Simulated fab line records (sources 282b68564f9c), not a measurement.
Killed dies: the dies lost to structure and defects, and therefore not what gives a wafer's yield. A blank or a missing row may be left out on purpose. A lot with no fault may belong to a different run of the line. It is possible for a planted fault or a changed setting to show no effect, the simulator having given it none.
Split-lot trial	flow rit-cmos	5 lots, 23 wafers read, on a route of 202 steps

THE SPLIT ITSELF
At RIT_ACTIVE_OXIDATION_01 (target thk 46.8 nm, ox time 3360 s), the setting ox-time-s was moved away from the recipe's 3360 s on 20 of the 23 wafers read, by -10.4% to +7.9%. For the rest of the wafers, this setting stayed at what the recipe calls for.

There is no step in the file separating the split from the reading.

THE READING
ACTIVE_OXIDE_THK in nanometres, read at RIT_ACTIVE_THK_MEAS_02. A value of 46.7 nm with a standard deviation of 0.79 nm is what fault-free wafers of this fab line usually give.

wafer	tool, chamber at the split	ox-time-s as run, s	against the recipe	ACTIVE_OXIDE_THK, nm	against lot-mates on the recipe
L075.1	-, -	3626	+7.9%	48.3	no lot-mate on the recipe
L075.2	-, -	3626	+7.9%	48.5	no lot-mate on the recipe
L075.3	-, -	3626	+7.9%	48.1	no lot-mate on the recipe
L075.4	-, -	3626	+7.9%	48.2	no lot-mate on the recipe
L075.5	-, -	3626	+7.9%	48.1	no lot-mate on the recipe
L076.1	-, -	3038	-9.6%	43.0	no lot-mate on the recipe
L076.2	-, -	3038	-9.6%	44.4	no lot-mate on the recipe
L076.3	-, -	3038	-9.6%	43.5	no lot-mate on the recipe
L076.4	-, -	3038	-9.6%	43.7	no lot-mate on the recipe
L076.6	-, -	3038	-9.6%	43.4	no lot-mate on the recipe
L078.1	-, -	3209	-4.5%	43.8	no lot-mate on the recipe
L078.2	-, -	3209	-4.5%	44.6	no lot-mate on the recipe
L078.3	-, -	3209	-4.5%	44.5	no lot-mate on the recipe
L078.4	-, -	3209	-4.5%	43.5	no lot-mate on the recipe
L078.6	-, -	3209	-4.5%	44.9	no lot-mate on the recipe
L079.1	-, -	3011	-10.4%	42.6	no lot-mate on the recipe
L079.2	-, -	3011	-10.4%	41.6	no lot-mate on the recipe
L079.3	-, -	3011	-10.4%	42.9	no lot-mate on the recipe
L079.4	-, -	3011	-10.4%	43.1	no lot-mate on the recipe
L079.6	-, -	3011	-10.4%	42.7	no lot-mate on the recipe
L082.1	furnace-03, 0	3360	recipe	47.4	-
L082.2	furnace-03, 0	3360	recipe	47.5	-
L082.3	furnace-03, 0	3360	recipe	46.3	-

THE FIT
A straight line over all 23 wafers: ACTIVE_OXIDE_THK changes by +0.301 nm for each +1% of ox-time-s; r = +0.95; the points scatter about the line by 0.71 nm.
Too few moved wafers have a lot-mate on the recipe to fit a line with each lot's own level taken away.

THE WHOLE CHAIN: every reading that the file lists as answering this split, in the file's order
step	what it does	reading	change (the file's fit)	r (the file's)
RIT_ACTIVE_OXIDATION_01	target thk 46.8 nm, ox time 3360 s	SiO2_of_ACTIVE_OXIDATION_01.thk-nm (the simulator's own value, which no gauge read)	+0.301 nm for each +1% of the setting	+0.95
RIT_ACTIVE_THK_MEAS_02		ACTIVE_OXIDE_THK	+0.301 for each +1% of the setting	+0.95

THE FILE'S OWN FIT
ACTIVE_OXIDE_THK changes by +0.301 nm for each +1% of ox-time-s, r = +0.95.
